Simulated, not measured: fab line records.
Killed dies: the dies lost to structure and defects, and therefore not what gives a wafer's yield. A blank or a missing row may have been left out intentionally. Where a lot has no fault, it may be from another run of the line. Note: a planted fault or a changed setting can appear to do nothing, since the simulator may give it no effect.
A lot that was struck, set against a sound lot | flow rit-cmos | 27 steps out of a route of 202
Sound: these wafers, L987.4, L987.5, L987.6. Struck: wafers L110.3, L110.5, L110.6. Last of all comes the cause.
Per side, at each step with rows, come the tool, then ch with its chambers, and then its first start. Under that, the readings that differ: sound wafers | struck wafers | difference of the means | sigmas: that difference in standard deviations of wafers without a fault.
alike: a reading whose means differ by less than 2 such deviations, as well as words and numbers matching on both sides. not compared: withheld readings; readings where some wafer has no value; bounds like >300 that might hide an equal value; numbers whose values overlap and for which the record gives no deviation.
A row with sigmas, a row that says differs or no value, or rows on one side alone: a step with any of these is where the two part. Numbers that have no deviation but don't overlap get no sigmas and don't part them. A reading missing from all wafers of one side parts the sides only when that side holds two or more wafers.

RIT_ACTIVE_BOW_MEAS_00:
  sound on film-metro-02 at day 1 10:04; struck on film-metro-02 at day 6 05:02
  alike: INCOMING_BOW
then, 1 step without rows for these wafers: RIT_ACTIVE_OXIDATION_01 (target thk 46.8 nm, ox time 3360 s).
RIT_ACTIVE_THK_MEAS_02:
  sound on film-metro-03 at day 1 12:25; struck on film-metro-02 at day 6 07:04
  alike: ACTIVE_OXIDE_THK
RIT_ACTIVE_CVD_03: deposits Si3N4 from SiH2Cl2/NH3, target thk 150 nm, time 1500 s.
  sound on lpcvd-01 ch 1, day 1 12:37; struck on lpcvd-02 ch 1, day 6 07:07
  reading                                  | sound             | struck            | difference | sigmas
  spike-tc-centre-C (C)                    | 809.8 812.9 812.4 | 837.8 838.1 836.4 | +25.7      | +20
  model.Si3N4_of_ACTIVE_CVD_03.thk-nm (nm) | 148.7 148.6 148.6 | 171.7 159.1 155.1 | +13.3      |
  alike: nh3-flow-sccm
RIT_ACTIVE_THK_MEAS_04:
  sound on film-metro-02 at day 1 14:04; struck on film-metro-02 at day 6 08:33
  reading                 | sound             | struck            | difference | sigmas
  ACTIVE_NITRIDE_THK (nm) | 148.6 148.5 148.6 | 171.7 159.0 155.1 | +13.4      | +9
then, 6 steps without rows for these wafers: RIT_ACTIVE_HMDS_05 (prime time 60 s); RIT_ACTIVE_COAT_06 (resist thk 1000 nm); RIT_ACTIVE_SOFTBAKE_07 (time 60 s); RIT_ACTIVE_EXPOSE_08 (exposes mask M1, target cd 1400 nm); RIT_ACTIVE_PEB_09; RIT_ACTIVE_DEVELOP_10 (develop time 50 s).
RIT_ACTIVE_CD_MEAS_11: the cd target is 1400 nm.
  sound on cd-sem-01 at day 1 15:08; struck on cd-sem-02 at day 6 09:29
  alike: cd-nm
then, 1 step without rows for these wafers: RIT_ACTIVE_HARDBAKE_12 (time 60 s).
RIT_ACTIVE_ETCH_13: etches Si3N4 in SF6, stops on SiO2, time 210 s, target depth 210 nm.
  sound on rie-diel-04 ch 0,1,3, day 1 15:21; struck on rie-diel-01 ch 0,1, day 6 09:43
  reading                            | sound             | struck            | difference | sigmas
  oes-product-au (a.u.)              | 0.838 0.822 0.815 | 0.887 0.852 0.837 | +0.034     | +3
  model.ACTIVE.feature-depth-nm (nm) | 149 149.3 148.6   | 171.7 159.1 155.1 | +13.0      |
  model.etch.depth-nm (nm)           | 148.7 148.6 148.6 | 171.7 159.1 155.1 | +13.3      |
  alike: drypump-motor-current-A, throttle-valve-pct
  not compared: rf-hours-counter-h
RIT_ACTIVE_STRIP_14: strips in O2, time 180 s.
  sound on plasma-asher-04 ch 0,1, day 1 15:33; struck on plasma-asher-01 ch 0,1, day 6 09:54
  alike: drypump-motor-current-A, o2-flow-sccm, rf-refl-power-W
  not compared: rf-hours-counter-h
RIT_ACTIVE_CD_MEAS_90: the cd target is 1400 nm.
  sound on cd-sem-01 at day 1 15:43; struck on cd-sem-01 at day 6 10:04
  alike: cd-nm
then, 4 steps without rows for these wafers: RIT_ACTIVE_CLEAN_15 (cleans in SC1, time 600 s); RIT_ACTIVE_CLEAN_16 (cleans in dHF, time 30 s); RIT_ACTIVE_CLEAN_17 (cleans in SC2, time 600 s); RIT_FOX1_OXIDATION_00 (target thk 350.7 nm, ox time 1130 s).
RIT_FOX1_THK_MEAS_01:
  sound on film-metro-02 at day 1 18:43; struck on film-metro-03 at day 6 12:28
  reading             | sound       | struck      | difference | sigmas
  FOX1_OXIDE_THK (nm) | 334 337 342 | 349 358 353 | +16        | +3
then, 2 steps without rows for these wafers: RIT_FOX1_WET_ETCH_02 (etches SiO2 in BOE, target depth 350 nm, time 390 s); RIT_FOX2_OXIDATION_00 (target thk 350.7 nm, ox time 1130 s).
RIT_FOX2_THK_MEAS_01:
  sound on film-metro-04 at day 1 20:42; struck on film-metro-02 at day 6 14:12
  reading             | sound       | struck      | difference | sigmas
  FOX2_OXIDE_THK (nm) | 351 354 353 | 336 340 333 | -16        | -3
RIT_FOX2_CLEAN_02: cleans in dHF, time 180 s.
  sound on wet-bench-01 ch 1, day 1 20:44; struck on wet-bench-02 ch 2, day 6 14:14
  reading                                  | sound             | struck            | difference | sigmas
  model.Si3N4_of_ACTIVE_CVD_03.thk-nm (nm) | 129.4 129.3 129.3 | 152.4 139.8 135.8 | +13.3      |
then, 1 step without rows for these wafers: RIT_FOX2_WET_ETCH_03 (etches Si3N4 in H3PO4, target depth 195 nm, time 2700 s).
RIT_M1_PROBE_99:
  rows exist in the record for the struck wafers here (prober-01, day 8 06:19), but not for the sound ones

WHERE THEY PART
First at RIT_ACTIVE_CVD_03; last, within this record, at RIT_M1_PROBE_99.

WHY: the cause the simulator had injected
lpcvd-02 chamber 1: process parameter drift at RIT_ACTIVE_CVD_03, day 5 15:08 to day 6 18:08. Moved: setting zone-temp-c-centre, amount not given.
